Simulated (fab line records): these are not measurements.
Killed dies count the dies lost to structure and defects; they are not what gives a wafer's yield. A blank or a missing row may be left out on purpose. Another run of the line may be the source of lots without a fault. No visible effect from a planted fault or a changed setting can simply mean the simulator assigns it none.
A sampling plan put to the test	flow ritCmos	one fab line, 33 faults that these records tell of, each judged on the records of the lots that it struck; 1 more is left out, because the records don't allow judging it
The plan is the line's own looks: the steps of the route at which a gauge or an inspection reads the wafer and doesn't change it. Where struck wafers have a number at a look and the file lists that look's usual mean and standard deviation on fault-free wafers, the look can be judged. Caught: 4 or more of those standard deviations (sigma) separate the usual mean from the mean of the struck wafers at a look after the fault's first step. On the tool: the test repeated on the tool's own readings taken at the fault's steps. Caught also covers a different recipe on the struck wafers, or a record left blank for those wafers only.

== THE FAULTS, as the simulator had put them in ==
1. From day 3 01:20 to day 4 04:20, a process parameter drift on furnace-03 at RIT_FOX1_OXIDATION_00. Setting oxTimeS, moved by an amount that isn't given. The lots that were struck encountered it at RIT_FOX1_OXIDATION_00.
2. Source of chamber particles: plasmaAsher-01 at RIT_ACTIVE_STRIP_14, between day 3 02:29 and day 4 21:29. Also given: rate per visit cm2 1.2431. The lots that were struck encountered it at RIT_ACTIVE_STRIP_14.
3. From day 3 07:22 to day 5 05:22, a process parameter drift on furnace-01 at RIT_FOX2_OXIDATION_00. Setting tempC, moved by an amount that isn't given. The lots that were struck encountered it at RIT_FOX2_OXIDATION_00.
4. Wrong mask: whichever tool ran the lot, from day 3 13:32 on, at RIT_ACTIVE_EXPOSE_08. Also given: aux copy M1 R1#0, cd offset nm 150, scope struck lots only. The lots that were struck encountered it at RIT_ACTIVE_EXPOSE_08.
5. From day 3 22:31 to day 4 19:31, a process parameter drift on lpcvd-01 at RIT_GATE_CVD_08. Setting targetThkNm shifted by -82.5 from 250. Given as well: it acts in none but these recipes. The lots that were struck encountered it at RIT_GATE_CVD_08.
6. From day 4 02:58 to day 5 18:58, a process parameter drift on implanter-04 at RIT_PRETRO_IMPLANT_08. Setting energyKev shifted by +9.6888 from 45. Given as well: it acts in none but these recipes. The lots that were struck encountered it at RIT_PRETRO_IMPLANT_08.
7. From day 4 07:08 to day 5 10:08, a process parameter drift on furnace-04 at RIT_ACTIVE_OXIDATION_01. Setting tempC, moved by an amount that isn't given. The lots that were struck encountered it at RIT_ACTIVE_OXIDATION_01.
8. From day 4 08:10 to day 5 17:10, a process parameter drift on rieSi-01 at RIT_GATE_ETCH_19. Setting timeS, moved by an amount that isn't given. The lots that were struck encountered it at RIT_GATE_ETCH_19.
9. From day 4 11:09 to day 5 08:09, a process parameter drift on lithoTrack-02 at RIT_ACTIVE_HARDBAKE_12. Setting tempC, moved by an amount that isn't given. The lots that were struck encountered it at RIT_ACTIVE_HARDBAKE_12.
10. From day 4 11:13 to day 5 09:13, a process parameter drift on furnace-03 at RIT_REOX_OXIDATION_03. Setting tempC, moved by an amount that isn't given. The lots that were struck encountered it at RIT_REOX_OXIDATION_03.
11. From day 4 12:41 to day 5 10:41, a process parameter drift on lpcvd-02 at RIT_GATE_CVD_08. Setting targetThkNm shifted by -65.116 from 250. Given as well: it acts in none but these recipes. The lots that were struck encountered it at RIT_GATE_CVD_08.
12. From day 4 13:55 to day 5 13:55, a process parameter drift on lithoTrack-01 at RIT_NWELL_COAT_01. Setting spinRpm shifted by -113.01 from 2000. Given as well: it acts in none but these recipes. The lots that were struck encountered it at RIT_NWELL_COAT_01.
13. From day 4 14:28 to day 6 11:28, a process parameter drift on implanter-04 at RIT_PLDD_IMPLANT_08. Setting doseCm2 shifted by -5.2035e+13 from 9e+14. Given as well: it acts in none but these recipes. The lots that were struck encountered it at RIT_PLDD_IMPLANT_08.
14. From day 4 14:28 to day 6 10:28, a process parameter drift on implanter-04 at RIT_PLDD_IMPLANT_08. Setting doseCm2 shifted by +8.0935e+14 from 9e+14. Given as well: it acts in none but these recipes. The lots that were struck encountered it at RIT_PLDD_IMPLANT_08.
15. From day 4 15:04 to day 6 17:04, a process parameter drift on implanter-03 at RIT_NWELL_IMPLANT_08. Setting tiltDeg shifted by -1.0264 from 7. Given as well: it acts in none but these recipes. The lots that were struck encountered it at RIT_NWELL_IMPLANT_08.
16. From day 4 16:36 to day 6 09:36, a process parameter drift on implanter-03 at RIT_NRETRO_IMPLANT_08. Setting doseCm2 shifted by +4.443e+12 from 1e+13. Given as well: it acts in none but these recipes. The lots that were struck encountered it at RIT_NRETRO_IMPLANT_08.
17. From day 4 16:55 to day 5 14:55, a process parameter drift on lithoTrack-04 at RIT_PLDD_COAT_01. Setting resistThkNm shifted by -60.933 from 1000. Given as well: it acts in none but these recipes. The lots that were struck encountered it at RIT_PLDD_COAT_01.
18. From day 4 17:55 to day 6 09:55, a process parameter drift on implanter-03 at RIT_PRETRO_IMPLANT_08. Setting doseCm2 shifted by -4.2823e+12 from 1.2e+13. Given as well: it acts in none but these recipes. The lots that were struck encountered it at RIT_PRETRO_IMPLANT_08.
19. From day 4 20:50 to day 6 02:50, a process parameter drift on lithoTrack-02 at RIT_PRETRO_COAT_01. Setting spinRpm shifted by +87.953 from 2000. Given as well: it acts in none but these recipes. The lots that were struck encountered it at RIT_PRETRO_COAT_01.
20. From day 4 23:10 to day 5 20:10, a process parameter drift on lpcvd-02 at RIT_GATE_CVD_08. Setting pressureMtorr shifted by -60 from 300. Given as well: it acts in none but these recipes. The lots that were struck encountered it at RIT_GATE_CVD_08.
21. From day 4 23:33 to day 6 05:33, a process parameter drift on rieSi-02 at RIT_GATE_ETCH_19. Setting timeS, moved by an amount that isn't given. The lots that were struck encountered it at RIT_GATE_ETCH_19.
22. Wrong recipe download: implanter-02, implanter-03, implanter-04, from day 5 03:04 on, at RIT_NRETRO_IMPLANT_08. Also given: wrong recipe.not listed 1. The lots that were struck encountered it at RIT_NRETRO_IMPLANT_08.
23. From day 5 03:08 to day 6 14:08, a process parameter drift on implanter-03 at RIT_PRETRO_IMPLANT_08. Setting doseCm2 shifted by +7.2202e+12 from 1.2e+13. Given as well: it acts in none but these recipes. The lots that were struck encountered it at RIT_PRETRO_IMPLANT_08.
24. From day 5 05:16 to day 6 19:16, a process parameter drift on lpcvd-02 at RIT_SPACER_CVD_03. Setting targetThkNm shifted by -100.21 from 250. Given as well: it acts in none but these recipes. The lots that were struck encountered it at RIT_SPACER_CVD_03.
25. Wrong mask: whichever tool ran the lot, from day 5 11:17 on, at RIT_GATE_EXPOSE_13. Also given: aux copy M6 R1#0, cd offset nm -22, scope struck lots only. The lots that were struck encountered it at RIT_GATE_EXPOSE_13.
26. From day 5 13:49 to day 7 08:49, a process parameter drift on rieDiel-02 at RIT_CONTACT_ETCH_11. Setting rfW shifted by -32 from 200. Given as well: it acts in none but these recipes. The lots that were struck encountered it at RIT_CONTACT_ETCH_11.
27. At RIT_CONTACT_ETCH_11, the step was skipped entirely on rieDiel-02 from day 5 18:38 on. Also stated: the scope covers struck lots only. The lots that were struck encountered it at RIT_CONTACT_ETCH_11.
28. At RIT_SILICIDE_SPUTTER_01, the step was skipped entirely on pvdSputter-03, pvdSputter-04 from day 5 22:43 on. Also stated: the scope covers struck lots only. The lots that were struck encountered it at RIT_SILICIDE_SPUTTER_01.
29. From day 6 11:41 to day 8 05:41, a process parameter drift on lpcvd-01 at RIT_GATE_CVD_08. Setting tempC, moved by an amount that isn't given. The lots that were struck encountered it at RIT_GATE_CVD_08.
30. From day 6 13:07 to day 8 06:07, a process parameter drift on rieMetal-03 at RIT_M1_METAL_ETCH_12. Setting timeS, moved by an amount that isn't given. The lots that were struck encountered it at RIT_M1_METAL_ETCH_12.
31. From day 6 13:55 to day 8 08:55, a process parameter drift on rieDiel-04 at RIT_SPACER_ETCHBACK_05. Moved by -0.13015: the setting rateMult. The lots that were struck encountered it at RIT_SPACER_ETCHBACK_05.
32. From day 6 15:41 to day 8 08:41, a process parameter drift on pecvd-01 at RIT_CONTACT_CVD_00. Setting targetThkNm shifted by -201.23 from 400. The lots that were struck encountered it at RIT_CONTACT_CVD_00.
33. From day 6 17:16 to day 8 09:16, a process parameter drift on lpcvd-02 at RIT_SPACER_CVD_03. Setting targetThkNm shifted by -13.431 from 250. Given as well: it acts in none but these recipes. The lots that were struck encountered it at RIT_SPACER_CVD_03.

== WHAT THE PLAN SAW ==
fault	on the tool itself	first look that catches it	reading, sigma	median hours from its first step to that look	hours from the fault's start to the first struck lot there	judged looks passed uncaught
1	under 2 sigma	RIT_FOX1_THK_MEAS_01	FOX1_OXIDE_THK -18	1.3	8	0
2	under 2 sigma	not the one look that can be judged after it	-	-	-	1
3	tubeCenterTempC +99 or beyond sigma	RIT_FOX2_THK_MEAS_01	FOX2_OXIDE_THK +14	1.3	3	0
4	under 2 sigma	RIT_ACTIVE_CD_MEAS_11	cdNm +80	0.4	3	0
5	under 2 sigma	RIT_GATE_THK_MEAS_09	GATE_POLY_THK -39	1.6	1	0
6	beamEnergyKeV +99 or beyond sigma	not the one look that can be judged after it	strongest: PRETRO_TW at RIT_PRETRO_TW_MEAS_10, +3.4	-	-	1
7	tubeCenterTempC +99 or beyond sigma	RIT_ACTIVE_THK_MEAS_02	ACTIVE_OXIDE_THK +7.6	1.9	0	0
8	runLengthS +99 or beyond sigma	no look after it can be judged	-	-	-	0
9	heaterPowerTotalW -22 sigma	RIT_ACTIVE_CD_MEAS_90	cdNm -8.5	0.5	8	0
10	tubeCenterTempC -99 or beyond sigma	RIT_REOX_THK_MEAS_04	REOX_OXIDE_THK -11	2.5	6	0
11	under 2 sigma	RIT_GATE_THK_MEAS_09	GATE_POLY_THK -31	1.6	0	0
12	spinSpeedRpm -85 sigma	not the one look that can be judged after it	-	-	-	1
13	doseIonsCm2 -57 sigma	RIT_SDANNEAL_RS_MEAS_06	PLDD_RS +15	6.8	13	1
14	doseIonsCm2 +99 or beyond sigma	RIT_PLDD_TW_MEAS_10	PLDD_TW +14	0.3	6	0
15	tiltDeg -51 sigma	no look after it can be judged	-	-	-	0
16	doseIonsCm2 +99 or beyond sigma	RIT_NRETRO_TW_MEAS_10	NRETRO_TW +9.3	0.3	12	0
17	under 2 sigma	not the one look that can be judged after it	-	-	-	1
18	doseIonsCm2 -99 or beyond sigma	RIT_PRETRO_TW_MEAS_10	PRETRO_TW -14	0.3	6	0
19	spinSpeedRpm +58 sigma	not the one look that can be judged after it	-	-	-	1
20	pressureMtorr -99 or beyond sigma	RIT_GATE_THK_MEAS_09	GATE_POLY_THK -12	2.0	12	0
21	runLengthS +99 or beyond sigma	no look after it can be judged	-	-	-	0
22	no reading that can be judged	RIT_NRETRO_TW_MEAS_10	NRETRO_TW +30	0.3	2	0
23	doseIonsCm2 +99 or beyond sigma	RIT_PRETRO_TW_MEAS_10	PRETRO_TW +18	0.3	3	0
24	under 2 sigma	RIT_SPACER_THK_MEAS_04	SPACER_NITRIDE_THK -37	2.4	11	0
25	no reading that can be judged	RIT_GATE_CD_MEAS_16	cdNm -8.0	0.4	1	0
26	rfFwdPowerW -54 sigma	no look after it can be judged	-	-	-	0
27	the tool's record is blank for the struck wafers	no look after it can be judged	-	-	-	0
28	the tool's record is blank for the struck wafers	no look after it can be judged	-	-	-	0
29	susceptorTempC -14 sigma	RIT_GATE_THK_MEAS_09	GATE_POLY_THK -10	1.6	4	0
30	runLengthS -99 or beyond sigma	RIT_M1_CD_MEAS_90	cdNm +5.5	0.5	7	0
31	under 2 sigma	none of the 7 looks that can be judged after it	-	-	-	7
32	under 2 sigma	RIT_CONTACT_THK_MEAS_01	CONTACT_TEOS_THK -36	0.1	6	0
33	no reading that can be judged	RIT_SPACER_THK_MEAS_04	SPACER_NITRIDE_THK -5.6	1.9	4	0
A dash: the fault isn't caught, or these records don't give the number.

Caught at a look: 21 of 33. Caught on the tool: 21 of 33. By one or the other: 30 of 33.
Faults caught by the tool alone: 6, 8, 12, 15, 19, 21, 26, 27, 28.
Caught at a look alone: faults 1, 4, 5, 11, 22, 24, 25, 32, 33.
Caught by neither: faults 2, 17, 31.

== THINNER SAMPLING ==
In the worst case, this is how late the first struck lot would be measured if the look that catches a fault measured only every second or every third lot, by lot number:
fault	struck lots at that look, in order of time	every lot	every second lot	every third lot
1	L349, L351, L352	8 h	25 h	may miss all 3
3	L298, L304	3 h	may miss all 2	may miss all 2
4	L521	3 h	may miss it	may miss it
5	L102, L103	1 h	2 h	may miss all 2
7	L691, L692	0 h	3 h	may miss all 2
9	L149, L150	8 h	12 h	may miss all 2
10	L290, L291, L292	6 h	9 h	16 h
11	L897, L898	0 h	3 h	may miss all 2
13	L267, L272	13 h	35 h	may miss all 2
14	L495, L500	6 h	28 h	may miss all 2
16	L881, L884	12 h	26 h	may miss all 2
18	L430, L432, L433	6 h	18 h	may miss all 3
20	L100, L103	12 h	21 h	may miss all 2
22	L111, L112, L113, L114	2 h	8 h	11 h
23	L374, L375	3 h	9 h	may miss all 2
24	L236, L237	11 h	16 h	may miss all 2
25	L481	1 h	may miss it	may miss it
29	L687, L688	4 h	10 h	may miss all 2
30	L286, L288	7 h	may miss all 2	may miss all 2
32	L553, L556	6 h	21 h	may miss all 2
33	L726, L727	4 h	8 h	may miss all 2
Hours: fault start to first struck lot measured. Since the struck wafers were tested as one group against 4 sigma, a single lot by itself may lie under the limit. Other struck lots may not be in these records.

== THE LONGEST TIMED WAY FROM STEP TO LOOK ==
Fault 13: the median time between RIT_PLDD_IMPLANT_08 and RIT_SDANNEAL_RS_MEAS_06 is 6.8 hours. The look between them that can be judged stayed within 4 sigma: RIT_NSD_OVL_MEAS_06.
